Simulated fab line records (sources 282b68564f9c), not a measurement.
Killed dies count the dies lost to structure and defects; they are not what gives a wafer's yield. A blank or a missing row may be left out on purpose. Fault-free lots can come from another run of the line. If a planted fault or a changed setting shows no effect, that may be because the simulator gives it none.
One fault through the eyes of 2 desks | flow rit-cmos | each desk has only its own numbers; what lay behind them comes last

AT THE METROLOGY DESK
What the gauges read for every lot (on any tool): the sampled wafers with a number, averaged. If a lot's mean is further than 4 standard deviations from the usual mean, the lot is out of limits and carries the mark OUT (the distance appears in the brackets).
Columns: A = NWELL_RS at RIT_WELLDRIVE_RS_MEAS_01, usual 275.4 ohm/sq; B = PWELL_RS at RIT_WELLDRIVE_RS_MEAS_02, usual 429.4 ohm/sq
lot  | first seen here | A                | B
L570 | day 2 14:37     | 275.3            | 428.4
L572 | day 3 02:33     | 275.4            | 428.2
L574 | day 3 11:14     | 275.4            | 429.4
L575 | day 3 15:17     | 276.0            | 429.9
L576 | day 3 21:30     | 275.2            | 430.4
L577 | day 4 03:34     | 275.5            | 427.8
L578 | day 4 06:38     | 275.9            | 430.5
L579 | day 4 11:05     | 274.4            | 429.5
L581 | day 4 22:01     | 274.6            | 429.2
L583 | day 5 09:48     | 287.4 (+17) OUT  | 442.4 (+12) OUT
L584 | day 5 14:50     | 276.3            | 429.6
L585 | day 5 20:04     | 281.4 (+8.6) OUT | 437.4 (+7.3) OUT
L589 | day 6 20:31     | 275.3            | 430.4
L590 | day 7 01:36     | 275.5            | 430.5
This desk finds L583, L585 out of limits, with the earliest case on L583 at day 5 09:48 (NWELL_RS at RIT_WELLDRIVE_RS_MEAS_01). L570, L572, L574, L575, L576, L577, L578, L579, L581, L584, L589, L590: within limits.

DESK OF THE TOOL OWNER: furnace-04
Per lot that ran on this tool, the mean of the sampled wafers carrying a number, from the tool's own readings at RIT_WELLDRIVE_ANNEAL_00 (time 14700 s). If a lot's mean is further than 4 standard deviations from the usual mean, the lot is out of limits and carries the mark OUT (the distance appears in the brackets).
Columns: A = spike-tc-centre-C at RIT_WELLDRIVE_ANNEAL_00, usual 1102.6 C; B = spike-tc-load-C at RIT_WELLDRIVE_ANNEAL_00, usual 1129 C; C = spike-tc-source-C at RIT_WELLDRIVE_ANNEAL_00, usual 1124 C; D = tube_center_temp_C_max at RIT_WELLDRIVE_ANNEAL_00, usual 1102.9; E = zone-power-centre-pct at RIT_WELLDRIVE_ANNEAL_00, usual 56 %; F = zone-power-load-pct at RIT_WELLDRIVE_ANNEAL_00, usual 44.9 %
lot  | first seen here | A                | B    | C    | D      | E             | F
L570 | day 2 09:32     | 1102.6           | 1126 | 1127 | 1102.7 | 51            | 44.0
L572 | day 2 21:28     | 1102.9           | 1126 | 1128 | 1102.5 | 52            | 43.9
L577 | day 3 22:28     | 1104.2           | 1126 | 1130 | 1102.5 | 51            | 44.5
L583 | day 5 04:43     | 1068.5 (-28) OUT | 1126 | 1129 | 1103.1 | 33 (-6.0) OUT | 47.6
L585 | day 5 14:56     | 1068.0 (-29) OUT | 1127 | 1130 | 1102.8 | 33 (-5.8) OUT | 48.0
This desk's finding: out of limits on L583, L585; first on L583, day 5 04:43 (spike-tc-centre-C at RIT_WELLDRIVE_ANNEAL_00). L570, L572, L577: within limits.

ALL TOGETHER
On L583, L585, at day 5 04:43, an alarm was possible from the tool owner's desk.
On L583, L585, the metrology desk was in a position to raise an alarm at day 5 09:48.
RIT_WELLDRIVE_ANNEAL_00 was run on furnace-04 by each of the lots named.

WHAT THE SIMULATOR PUT IN
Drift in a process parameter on furnace-04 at RIT_WELLDRIVE_ANNEAL_00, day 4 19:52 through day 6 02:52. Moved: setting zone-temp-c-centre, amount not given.
Lots struck among those shown: L583, L585.
Delay (hours) between the fault's onset and each desk's first out-of-limits reading: 9 at the tool owner's desk, 14 at the metrology desk.
